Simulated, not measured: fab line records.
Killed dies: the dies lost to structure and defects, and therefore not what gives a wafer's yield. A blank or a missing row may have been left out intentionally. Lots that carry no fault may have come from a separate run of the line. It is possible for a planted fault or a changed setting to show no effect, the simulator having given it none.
Problem report, 8D (eight disciplines) form, completed by code -- flow berkeley_cmos170 -- the parts of the form that need people (team, actions taken, sign-off) are left out

== 1. WHAT WENT WRONG ==
Wafers free of any fault read 26.0 ohm/sq (standard deviation 0.35) for SILICIDE_TI_RS at UCB170_SILICIDE_RS_MEAS_02, against a mean of 21.8 ohm/sq on 6 wafers of 2 lots. That puts it -12 standard deviations away from the usual mean.
The step: measures by four-point-probe.
Earliest sighting: wafer L981.1 on film_metro-04 at day 10 13:40. At this step, 42 wafers from 14 lots have a number in the record. Rule for "out", or "out of limits": more than 4 standard deviations from the usual mean. Any other wafer with a number is counted as sound.

== 2. WHAT IT IS; WHAT IT IS NOT ==
question,is,is not
which readings at this step,SILICIDE_TI_RS,-
which lots,"L981, L984","L963, L966, L968, L969, L972, L974, L975, L976, L977, L978, L979, L986"
which wafers of those lots,all that have a number,-
read on which gauges,film_metro-04,"film_metro-02, film_metro-03"
when,from day 10 13:40,up to then (33 sound wafers); but 3 sound wafers of L986 came after

== 3. WHAT RULES OUT EACH SUSPECT ==
Counting: a tool stays on the suspect list if, at a process step up to the reading, it processed all lots that are out and no sound lot following the first of them.
- the gauge at UCB170_SILICIDE_RS_MEAS_02 has been ruled out. All the wafers that are out were read on film_metro-04, but those of them that UCB170_SILICIDE_SPUTTER_01 has rows for are out there too, on other tools.
- pvd_sputter-01 at UCB170_SILICIDE_SPUTTER_01 (material Ti, target thk 30 nm, time 25 s): kept. It processed each lot that is out, first L981 at day 10 13:38, and no sound lot thereafter; up to then, the last sound lot it processed was L979 at day 10 05:59. Its own cathode_dc_power_W readings are out on those wafers.
Left after counting: pvd_sputter-01 at UCB170_SILICIDE_SPUTTER_01.

== 4. THE CAUSE (what the simulator had put in) ==
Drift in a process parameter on pvd_sputter-01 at UCB170_SILICIDE_SPUTTER_01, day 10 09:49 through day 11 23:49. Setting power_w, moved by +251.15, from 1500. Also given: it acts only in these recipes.
Counting left only this tool.

== 5. THE CHAIN OF EFFECTS, in route order ==
One row per reading whose mean, taken over the struck wafers that have a number, lies over 3 standard deviations from the usual. Only readings for which the record gives a usual standard deviation are gone through. hours: the time from each lot's start at the first step in this table that gives one to its start at this step, as a median over the lots. sigmas: the change in usual standard deviations.
hours,step,reading,usual,on struck wafers,change,sigmas
0,UCB170_SILICIDE_SPUTTER_01,cathode_dc_power_W,1500.0 W,1751.2,+251.2,+99 or more
0,UCB170_SILICIDE_RS_MEAS_02,SILICIDE_TI_RS,26.0 ohm/sq,21.8,-4.2,-12
0,UCB170_SILICIDE_THK_MEAS_03,SILICIDE_TI_THK,30.2 nm,35.0,+4.8,+12
Its process steps:
- UCB170_SILICIDE_SPUTTER_01: material Ti, target thk 30 nm, time 25 s.

== 6. HOW IT WOULD HAVE BEEN CAUGHT EARLIER ==
4 hours passed between the start of the fault at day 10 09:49 and the first reading out of limits at a measuring or inspecting step in this record, taken at day 10 13:40.
At UCB170_SILICIDE_SPUTTER_01, the tool's own readings (cathode_dc_power_W) were out on each struck wafer the step has a row for, so an alarm limit on them would have fired on the first such wafer.
Of the lots that are out (2), L984 began UCB170_SILICIDE_SPUTTER_01 on pvd_sputter-01 after day 10 13:40. It would have been spared by a hold on the tool at that moment.
